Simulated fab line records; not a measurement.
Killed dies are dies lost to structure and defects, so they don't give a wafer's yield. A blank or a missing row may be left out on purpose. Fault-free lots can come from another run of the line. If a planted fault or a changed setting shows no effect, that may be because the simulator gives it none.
Problem report in the 8D (eight disciplines) form, filled by code    flow rit-cmos    the parts of the form that need people (team, actions taken, sign-off) are left out

## 1. THE PROBLEM
Wafers free of any fault read 46.6 nm (standard deviation 0.76) for ACTIVE_OXIDE_THK at RIT_ACTIVE_THK_MEAS_02, against a mean of 52.3 nm on 6 wafers of 2 lots. Relative to the usual mean, that is a shift of +7.5 standard deviations.
First observed at day 4 21:26: wafer L464.3, on film-metro-03. Wafers with a number at this step in the record: 42, from 14 lots. The rule behind "out" and "out of limits": a value lying over 4 standard deviations away from the usual mean. The rest of the wafers with a number are treated as sound.

## 2. WHAT THIS IS AND IS NOT
question                     is                      is not
which readings at this step  ACTIVE_OXIDE_THK        -
which lots                   L464, L465              L450, L451, L453, L454, L455, L456, L458, L460, L467, L468, L469, L471
which wafers of those lots   all that have a number  -
read on which gauges         film-metro-03           film-metro-01, film-metro-02
when                         from day 4 21:26        up to then (24 sound wafers); but 12 sound wafers of L467, L468, L469, L471 came after

## 3. SUSPECTS, AND WHAT RULES EACH OUT
Counting: a tool stays on the suspect list if, at a process step up to the reading, it processed all lots that are out and no sound lot following the first of them.
- the gauge at RIT_ACTIVE_THK_MEAS_02: kept. All the wafers that are out were read on film-metro-03, and no step on other tools shows them out.
- furnace-04 at RIT_ACTIVE_OXIDATION_01 (target thk 46.8 nm, ox time 3360 s): kept. It processed each lot that is out, first L464 at day 4 19:29, and no sound lot thereafter; up to then, the last sound lot it processed was L455 at day 2 22:38.
After counting, furnace-04 at RIT_ACTIVE_OXIDATION_01 and film-metro-03 at RIT_ACTIVE_THK_MEAS_02 remain.

## 4. THE CAUSE (what the simulator had put in)
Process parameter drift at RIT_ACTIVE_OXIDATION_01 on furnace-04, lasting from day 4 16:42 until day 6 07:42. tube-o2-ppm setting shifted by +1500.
After counting, 2 suspects remain, this tool included.

## 5. SEQUENCE OF EFFECTS, ordered by route
Each row: a reading where the mean over the struck wafers with a number is more than 3 standard deviations away from the usual. Only readings whose record carries a usual standard deviation are examined. hours: median over the lots of the time between each lot's start at the first step of this table that gives one and its start at this step. sigmas: the change, counted in usual standard deviations.
hours  step                    reading           usual    on struck wafers  change  sigmas
0      RIT_ACTIVE_THK_MEAS_02  ACTIVE_OXIDE_THK  46.6 nm  52.3              +5.7    +7.5
Later measuring or inspecting steps at which every struck wafer that the step has a row for has a number for every such reading, and none has moved that far: RIT_NWELL_TW_MEAS_10, RIT_FOX2_THK_MEAS_91, RIT_REOX_THK_MEAS_04.

## 6. HOW IT WOULD HAVE BEEN CAUGHT EARLIER
Counted from the fault's start at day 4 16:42, it took 5 hours until the first out-of-limits reading at a measuring or inspecting step in this record, taken at day 4 21:26.
No tool reading at RIT_ACTIVE_OXIDATION_01 that has a usual standard deviation in the record was out on any struck wafer, so an alarm limit of 4 standard deviations on those readings would not have fired.
Lots out: 2; of these, L465 started RIT_ACTIVE_OXIDATION_01 on furnace-04 after day 4 21:26. A hold on the tool at that time would have spared it.
